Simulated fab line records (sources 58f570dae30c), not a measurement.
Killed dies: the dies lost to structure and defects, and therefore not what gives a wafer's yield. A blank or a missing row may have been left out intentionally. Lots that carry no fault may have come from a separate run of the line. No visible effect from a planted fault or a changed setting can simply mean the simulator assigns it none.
What tool caused it? + flow berkeley cmos170 + 36 wafers from 12 lots sampled at 4 of the route's 331 steps

== WHAT THE GAUGES SHOWED, per wafer ==
UCB170_V1_THK_MEAS_04. Usual: V1_POLISHED_THK gives 999.7 nm (standard deviation 1.2).
| lot  | measured     | on            | V1_POLISHED_THK (nm) | flag |
|------|--------------|---------------|----------------------|------|
| L512 | day 7 22:54  | film metro-01 | 998.5 1001.1 999.2   |      |
| L510 | day 8 00:14  | film metro-02 | 999.0 999.5 998.4    |      |
| L511 | day 8 04:29  | film metro-01 | 998.7 1000.3 998.9   |      |
| L513 | day 8 10:01  | film metro-04 | 1000.2 999.5 1000.6  |      |
| L515 | day 9 00:02  | film metro-04 | 1000.2 999.8 999.8   |      |
| L514 | day 9 01:23  | film metro-04 | 1002.1 1001.8 1001.3 |      |
| L518 | day 9 14:11  | film metro-04 | 1000.0 998.5 999.5   |      |
| L517 | day 9 16:51  | film metro-01 | 1000.7 998.6 999.2   |      |
| L519 | day 9 16:50  | film metro-04 | 1001.5 1002.1 1000.1 |      |
| L520 | day 10 22:53 | film metro-01 | 1000.5 998.2 998.8   |      |
| L526 | day 12 02:39 | film metro-01 | 1000.0 1000.6 998.6  |      |
| L527 | day 12 04:03 | film metro-01 | 1000.6 999.9 998.7   |      |

UCB170_M2_THK_MEAS_03: measures by xrf. Usual: M2_AL_THK gives 901 nm (standard deviation 10).
| lot  | measured     | on            | M2_AL_THK (nm) | flag |
|------|--------------|---------------|----------------|------|
| L512 | day 8 02:25  | film metro-02 | 891 884 883    |      |
| L510 | day 8 02:52  | film metro-04 | 898 895 898    |      |
| L511 | day 8 06:45  | film metro-03 | 904 919 909    |      |
| L513 | day 8 12:16  | film metro-02 | 895 899 892    |      |
| L515 | day 9 05:04  | film metro-04 | 890 885 883    |      |
| L514 | day 9 04:55  | film metro-03 | 914 907 908    |      |
| L518 | day 9 17:20  | film metro-04 | 914 903 907    |      |
| L517 | day 9 19:08  | film metro-03 | 892 902 891    |      |
| L519 | day 9 18:52  | film metro-04 | 895 890 891    |      |
| L520 | day 11 02:41 | film metro-02 | 909 900 920    |      |
| L526 | day 12 04:41 | film metro-04 | 899 912 912    |      |
| L527 | day 12 06:32 | film metro-02 | 890 905 890    |      |

UCB170_M3_OVL_MEAS_16. Usual: M3_OVL gives 1 nm (standard deviation 4.3).
| lot  | measured     | on         | M3_OVL (nm) | flag |
|------|--------------|------------|-------------|------|
| L512 | day 8 10:07  | overlay-02 | 0 5 0       |      |
| L510 | day 8 10:33  | overlay-02 | 5 7 3       |      |
| L511 | day 8 15:16  | overlay-02 | 0 0 0       |      |
| L513 | day 8 19:16  | overlay-02 | 3 4 -1      |      |
| L515 | day 9 12:11  | overlay-02 | 0 0 0       |      |
| L514 | day 9 12:01  | overlay-02 | -1 2 4      |      |
| L518 | day 10 01:10 | overlay-02 | -8 -8 0     |      |
| L517 | day 10 04:31 | overlay-02 | 4 6 7       |      |
| L519 | day 10 03:59 | overlay-02 | -3 0 0      |      |
| L520 | day 11 13:47 | overlay-01 | -7 -9 -7    |      |
| L526 | day 12 11:53 | overlay-01 | 4 6 6       |      |
| L527 | day 12 13:41 | overlay-01 | -5 -4 -4    |      |

== EACH LOT AND THE TOOL THAT RAN IT (in order: tool; ch and the chambers of the sampled wafers; start) ==
| lot  | UCB170_CONTACT_CLEAN_07         |
|------|---------------------------------|
| L512 | wet bench-04 ch 2, day 7 16:04  |
| L510 | wet bench-04 ch 3, day 7 16:16  |
| L511 | wet bench-04 ch 1, day 7 17:51  |
| L513 | wet bench-04 ch 0, day 8 03:41  |
| L515 | wet bench-04 ch 0, day 8 18:25  |
| L514 | wet bench-04 ch 2, day 8 18:37  |
| L518 | wet bench-04 ch 1, day 9 08:31  |
| L517 | wet bench-04 ch 1, day 9 10:11  |
| L519 | wet bench-04 ch 3, day 9 10:11  |
| L520 | wet bench-04 ch 3, day 10 17:07 |
| L526 | wet bench-04 ch 0, day 11 19:58 |
| L527 | wet bench-04 ch 2, day 11 20:34 |
- UCB170_CONTACT_CLEAN_07: cleans in SPM, time 600 s.

== WHAT THE TOOLS THEMSELVES READ (means of the sampled wafers that have a number; where no wafer has one, the mark that the record gives instead) ==
UCB170_CONTACT_CLEAN_07. Usual: bath guard temp C 120.0 C, standard deviation 0.59; bath heat duty pct 12.7 %, standard deviation 2.3.
| lot  | tool         | bath guard temp C (C) | bath heat duty pct (%) | flag |
|------|--------------|-----------------------|------------------------|------|
| L512 | wet bench-04 | 120.7                 | 13.1                   |      |
| L510 | wet bench-04 | 119.8                 | 13.2                   |      |
| L511 | wet bench-04 | 120.1                 | 15.4                   |      |
| L513 | wet bench-04 | 119.3                 | 9.4                    |      |
| L515 | wet bench-04 | 119.2                 | 9.9                    |      |
| L514 | wet bench-04 | 120.8                 | 12.8                   |      |
| L518 | wet bench-04 | 120.1                 | 15.5                   |      |
| L517 | wet bench-04 | 119.9                 | 15.3                   |      |
| L519 | wet bench-04 | 119.9                 | 13.3                   |      |
| L520 | wet bench-04 | 119.7                 | 13.6                   |      |
| L526 | wet bench-04 | 119.3                 | 9.5                    |      |
| L527 | wet bench-04 | 120.9                 | 12.9                   |      |

== THE ANSWER, worked out from the rows above alone ==
Rule: a lot counts as off when the mean over its wafers that have a number is more than 3 standard deviations away from the usual mean. Also off: a lot with no number at a reading for which 4 or more lots have one. Where the step has rows for the other lots, those lots are counted as sound. The gauges are gone through in route order, then the tools' own readings, and for those a lot's mean is taken as printed above. At the first step where some lot is off, the reading lying furthest off is the one used; lots without a number count as furthest.
No lot is off at any reading shown: from this, nothing can be told.

== WHAT THE SIMULATOR HAD PUT IN ==
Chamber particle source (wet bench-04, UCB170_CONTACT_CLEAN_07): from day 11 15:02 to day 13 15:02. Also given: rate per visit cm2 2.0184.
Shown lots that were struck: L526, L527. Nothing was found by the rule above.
